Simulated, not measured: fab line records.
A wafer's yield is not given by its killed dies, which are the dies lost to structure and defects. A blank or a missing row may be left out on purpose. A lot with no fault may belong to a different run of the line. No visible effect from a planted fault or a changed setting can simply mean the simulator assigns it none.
Chamber matching -- flow berkeleyCmos170 -- UCB170_V2_ETCH_14 on rieDiel-03 has 4 sister chambers
The step etches SiO2 in CHF3/CF4/Ar, stops on Al, target depth 1250 nm, time 291 s. 14 wafers are shown with their chamber, then 7 later ones without.

## WAFERS WITH THEIR CHAMBER
wafer,chamber,throttleValvePct (%),drypumpMotorCurrentA (A),oesProductAu (a.u.)
L881.4,2,7.10,5.6,0.877
L881.5,1,6.86,5.4,0.888
L881.6,2,7.09,5.7,0.872
L882.2,2,7.10,5.7,0.880
L882.5,1,6.85,5.4,0.892
L882.6,0,7.13,5.7,0.865
L883.1,0,7.13,5.6,0.862
L883.2,1,6.86,5.5,0.885
L883.5,2,7.11,5.7,0.880
L885.2,2,7.10,5.6,0.883
L885.3,1,6.87,5.4,0.885
L885.5,3,6.84,5.0,0.874
L889.2,3,6.85,5.0,0.870
L889.4,0,7.13,5.7,0.863

SIGNATURES (averages over the wafers above)
reading,chamber 0,chamber 1,chamber 2,chamber 3,scatter within a chamber
throttleValvePct,7.1300,6.8600,7.1000,6.8450,0.00671
drypumpMotorCurrentA,5.667,5.425,5.660,5.000,0.0512
oesProductAu,0.86333,0.88750,0.87840,0.87200,0.00339
Rule: for each reading, subtract the chamber's mean from the wafer's reading, divide by that reading's scatter and square the result; add these up over the readings and take the root, which gives the wafer's distance from the chamber. The wafer belongs to the nearest chamber; if the next one is less than 2 further off, it can't be placed. The scatter: the root of (the sum of the squares of (reading less its chamber's mean) over the shown wafers, divided by (wafers less chambers)).

## WAFERS MISSING THEIR CHAMBER
wafer,throttleValvePct (%),drypumpMotorCurrentA (A),oesProductAu (a.u.)
L889.6,6.83,5.0,0.862
L890.2,6.86,5.5,0.893
L890.4,6.86,5.5,0.883
L890.6,7.13,5.7,0.850
L888.2,6.83,5.0,0.873
L888.3,7.10,5.7,0.884
L888.6,6.84,5.0,0.870

## WHICH CHAMBER EACH WENT THROUGH
wafer,from the rows above,in truth
L889.6,3,3
L890.2,1,1
L890.4,1,1
L890.6,0,0
L888.2,3,3
L888.3,2,2
L888.6,3,3
7 of 7 placed correctly. Can't be placed from these rows: 0. Placed wrongly: 0.
